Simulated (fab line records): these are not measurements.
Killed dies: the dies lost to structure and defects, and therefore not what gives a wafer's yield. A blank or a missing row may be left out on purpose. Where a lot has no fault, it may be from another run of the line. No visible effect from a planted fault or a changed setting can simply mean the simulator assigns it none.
The tool behind it: which one? ; flow berkeley-cmos170 ; 42 wafers from 14 lots sampled at 5 of the route's 331 steps

WHAT EACH GAUGE READ, for each wafer
UCB170_V2_THK_MEAS_04.
lot;measured;on;V2_POLISHED_THK (nm)
L681;day 7 21:42;film-metro-04;1001.4 999.3 999.9
L679;day 7 21:53;film-metro-04;1000.2 1000.9 1000.8
L680;day 7 22:24;film-metro-01;998.0 998.9 998.4
L678;day 7 22:37;film-metro-03;1000.5 1002.7 1001.9
L684;day 8 16:22;film-metro-04;1000.5 999.7 1001.6
L686;day 9 08:48;film-metro-03;998.7 1000.6 1000.3
L687;day 9 12:29;film-metro-03;999.7 999.7 999.0
L689;day 10 00:12;film-metro-01;1002.5 999.7 1001.0
L692;day 10 10:21;film-metro-01;1000.4 1000.2 1000.6
L691;day 10 10:37;film-metro-03;999.4 1000.1 1000.4
L693;day 11 07:16;film-metro-03;1002.8 1001.4 1001.6
L695;day 11 07:34;film-metro-01;1001.5 1001.3 1000.4
L699;day 12 06:01;film-metro-03;999.4 1000.1 1000.2
L700;day 12 06:19;film-metro-03;1001.8 1002.2 1001.5

UCB170_V2_CD_MEAS_90: the cd target is 700 nm.
lot;measured;on;cd-nm (nm)
L681;day 7 23:17;cd-sem-02;699.0 696.7 699.2
L679;day 7 23:32;cd-sem-01;701.6 701.1 699.3
L680;day 7 23:56;cd-sem-01;700.7 698.9 700.9
L678;day 8 00:16;cd-sem-02;698.6 699.3 699.9
L684;day 8 18:04;cd-sem-01;700.3 697.5 697.8
L686;day 9 10:26;cd-sem-02;700.9 701.2 702.0
L687;day 9 14:34;cd-sem-01;700.2 698.0 700.2
L689;day 10 03:14;cd-sem-02;699.1 697.8 697.5
L692;day 10 11:53;cd-sem-02;703.7 703.9 702.6
L691;day 10 12:16;cd-sem-01;701.7 700.8 700.4
L693;day 11 09:31;cd-sem-01;699.7 702.5 701.9
L695;day 11 09:51;cd-sem-02;700.1 700.2 701.3
L699;day 12 07:48;cd-sem-01;698.5 698.0 699.3
L700;day 12 08:10;cd-sem-02;701.0 701.8 702.1

UCB170_M3_CD_MEAS_90: the cd target is 700 nm.
lot;measured;on;cd-nm (nm)
L681;day 8 01:47;cd-sem-02;703 702 699
L679;day 8 02:28;cd-sem-01;701 702 695
L680;day 8 02:40;cd-sem-02;695 695 699
L678;day 8 02:52;cd-sem-02;702 702 703
L684;day 8 21:00;cd-sem-01;676 680 679
L686;day 9 14:25;cd-sem-01;697 698 699
L687;day 9 17:40;cd-sem-01;681 679 681
L689;day 10 05:57;cd-sem-02;697 695 702
L692;day 10 14:53;cd-sem-01;697 706 707
L691;day 10 15:08;cd-sem-02;703 695 699
L693;day 11 12:34;cd-sem-01;698 694 695
L695;day 11 13:01;cd-sem-01;704 700 704
L699;day 12 10:38;cd-sem-01;698 695 697
L700;day 12 11:01;cd-sem-01;697 694 697

WHAT TOOL EACH LOT RAN ON (gives the tool, then ch and the chambers of the sampled wafers, and finally the start)
lot;UCB170_M3_METAL_ETCH_18;UCB170_M3_STRIP_19
L681;rie-metal-04 ch 0,1, day 8 01:29;plasma-asher-01 ch 0,1, day 8 01:41
L679;rie-metal-02 ch 0,1, day 8 02:10;plasma-asher-02 ch 0,1, day 8 02:21
L680;rie-metal-01 ch 0,1, day 8 02:23;plasma-asher-04 ch 0,1, day 8 02:33
L678;rie-metal-04 ch 0,1, day 8 02:33;plasma-asher-02 ch 0,1, day 8 02:44
L684;rie-metal-04 ch 0,1, day 8 20:43;plasma-asher-02 ch 0,1, day 8 20:54
L686;rie-metal-01 ch 0,1, day 9 14:00;plasma-asher-01 ch 0,1, day 9 14:11
L687;rie-metal-04 ch 0, day 9 17:17;plasma-asher-04 ch 0,1, day 9 17:34
L689;rie-metal-01 ch 0,1, day 10 05:37;plasma-asher-02 ch 0,1, day 10 05:49
L692;rie-metal-02 ch 0,1, day 10 14:36;plasma-asher-02 ch 0,1, day 10 14:47
L691;rie-metal-01 ch 0,1, day 10 14:50;plasma-asher-04 ch 0,1, day 10 15:02
L693;rie-metal-01 ch 0,1, day 11 12:17;plasma-asher-01 ch 0,1, day 11 12:28
L695;rie-metal-02 ch 0,1, day 11 12:43;plasma-asher-04 ch 0,1, day 11 12:53
L699;rie-metal-02 ch 0,1, day 12 10:21;plasma-asher-02 ch 0,1, day 12 10:32
L700;rie-metal-01 ch 0,1, day 12 10:45;plasma-asher-02 ch 0,1, day 12 10:55
- UCB170_M3_METAL_ETCH_18: etches Al in Cl2/BCl3, stops on SiO2, target depth 1170 nm, time 195 s.
- UCB170_M3_STRIP_19: strips in O2.

AS READ BY THE TOOLS THEMSELVES (means over the sampled wafers that have a number; for cases with no such wafer, the mark the record gives instead)
UCB170_M3_METAL_ETCH_18.
lot;tool;drypump-motor-current-A (A);oes-product-au (a.u.);rf-fwd-power-W (W);throttle-valve-pct (%)
L681;rie-metal-04;5.9;0.857;599.2;24.20
L679;rie-metal-02;5.5;0.859;598.8;24.07
L680;rie-metal-01;5.5;0.842;597.2;23.97
L678;rie-metal-04;6.0;0.863;594.7;24.33
L684;rie-metal-04;5.9;0.866;837.1;24.20
L686;rie-metal-01;5.3;0.845;597.4;24.01
L687;rie-metal-04;6.0;0.847;838.4;24.47
L689;rie-metal-01;5.3;0.838;596.6;24.02
L692;rie-metal-02;5.3;0.862;599.2;24.23
L691;rie-metal-01;5.3;0.843;596.9;24.02
L693;rie-metal-01;5.3;0.838;599.2;24.03
L695;rie-metal-02;5.3;0.865;598.8;24.23
L699;rie-metal-02;5.5;0.871;598.7;24.06
L700;rie-metal-01;5.3;0.839;598.4;24.02

UCB170_M3_STRIP_19.
lot;tool;drypump-motor-current-A (A);oes-product-au (a.u.)
L681;plasma-asher-01;5.3;0.539
L679;plasma-asher-02;5.8;0.569
L680;plasma-asher-04;5.5;0.530
L678;plasma-asher-02;5.8;0.543
L684;plasma-asher-02;5.8;0.311
L686;plasma-asher-01;5.3;0.546
L687;plasma-asher-04;5.5;0.314
L689;plasma-asher-02;5.8;0.557
L692;plasma-asher-02;6.2;0.563
L691;plasma-asher-04;5.5;0.559
L693;plasma-asher-01;5.4;0.566
L695;plasma-asher-04;5.5;0.564
L699;plasma-asher-02;5.8;0.552
L700;plasma-asher-02;6.2;0.557

THE ANSWER, worked out from the rows above alone
Rule: usual is defined by the lots themselves. The widest of any qualifying gaps counts: lots, ordered by their means at a reading, are off when they make up no more than a third of the lots, leave a main group of 4 or more, and stand apart from it by 3 or more times the standard deviation of that group's means. A main group whose means are all the same, to the digits that the tables above print for the reading, isn't used. A lot without any number at a reading at which 4 lots or more have one is off too. All remaining lots with rows at the step are treated as sound. The gauges are gone through in route order, then the tools' own readings, and for those a lot's mean is taken as printed above. The first step at which some lot is off is used, and at that step the reading that is off furthest; a lot without a number counts as furthest.
Off: L684, L687 (UCB170_M3_CD_MEAS_90, cd-nm). The main group: mean 699 nm, standard deviation 2.6.
If a tool, at a process step before that reading, ran all the lots that are off and no sound lot after the first of them, it fits. The gauges at UCB170_M3_CD_MEAS_90 aren't tried: what is off there is off at UCB170_M3_METAL_ETCH_18 too, on other tools, and a gauge's error can't cause that. One fits: UCB170_M3_METAL_ETCH_18 on rie-metal-04. Its last sound lot is L678 (day 8 02:33), its first lot that is off L684 (day 8 20:43): a fault that began between those two fits.
On the lots that are off, the tool's own readings at UCB170_M3_METAL_ETCH_18 differ by more than 5 times the standard deviation of the sound lots' means, which bears it out; rf-fwd-power-W reads 837.8 W there versus 597.9 W on the sound lots.

WHAT THE SIMULATOR HAD PUT IN
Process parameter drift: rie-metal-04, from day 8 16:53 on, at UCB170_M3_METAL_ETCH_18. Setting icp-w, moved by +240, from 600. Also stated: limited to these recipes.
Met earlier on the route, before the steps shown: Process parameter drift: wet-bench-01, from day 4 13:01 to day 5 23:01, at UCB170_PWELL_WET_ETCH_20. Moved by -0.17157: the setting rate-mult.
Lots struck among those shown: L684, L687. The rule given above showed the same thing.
